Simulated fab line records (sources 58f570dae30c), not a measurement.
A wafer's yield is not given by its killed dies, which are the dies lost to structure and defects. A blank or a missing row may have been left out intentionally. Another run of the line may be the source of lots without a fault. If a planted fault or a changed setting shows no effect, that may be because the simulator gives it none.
Which tool was responsible?    flow berkeley-cmos170    route of 331 steps, sampled at 1 step: 7 lots, 21 wafers

== WHAT EACH GAUGE READ, for each wafer ==
UCB170_V1_BOW_MEAS_03.
lot   measured      on             V1_BOW (um)
L958  day 8 14:11   film-metro-01  21 23 25
L962  day 9 06:34   film-metro-03  30 27 29
L966  day 10 09:18  film-metro-03  8 11 13
L965  day 10 10:38  film-metro-04  22 12 24
L967  day 10 20:01  film-metro-04  16 11 14
L974  day 12 02:41  film-metro-03  22 22 23
L980  day 14 00:31  film-metro-03  20 23 9

== WHAT TOOL EACH LOT RAN ON (gives the tool, then ch and the chambers of the sampled wafers, and finally the start) ==
No process step before these readings appears in the record.

== THE ANSWER, worked out from the rows above alone ==
Rule: the usual values come from the lots themselves. Put in order of their means at a reading, lots are off if they are a third of the lots or fewer, leave a main group of 4 or more, and stand apart from it by a gap of 3 or more times the standard deviation of the main group's means; of several such gaps the widest counts. A main group is skipped when, at the precision printed for the reading in the tables above, its means are all equal. A lot without any number at a reading at which 4 lots or more have one is off too. Any other lot the step has rows for is counted as sound.
Across all readings shown, no lot is off: no conclusion can be drawn from this.

== WHAT WAS PUT IN BY THE SIMULATOR ==
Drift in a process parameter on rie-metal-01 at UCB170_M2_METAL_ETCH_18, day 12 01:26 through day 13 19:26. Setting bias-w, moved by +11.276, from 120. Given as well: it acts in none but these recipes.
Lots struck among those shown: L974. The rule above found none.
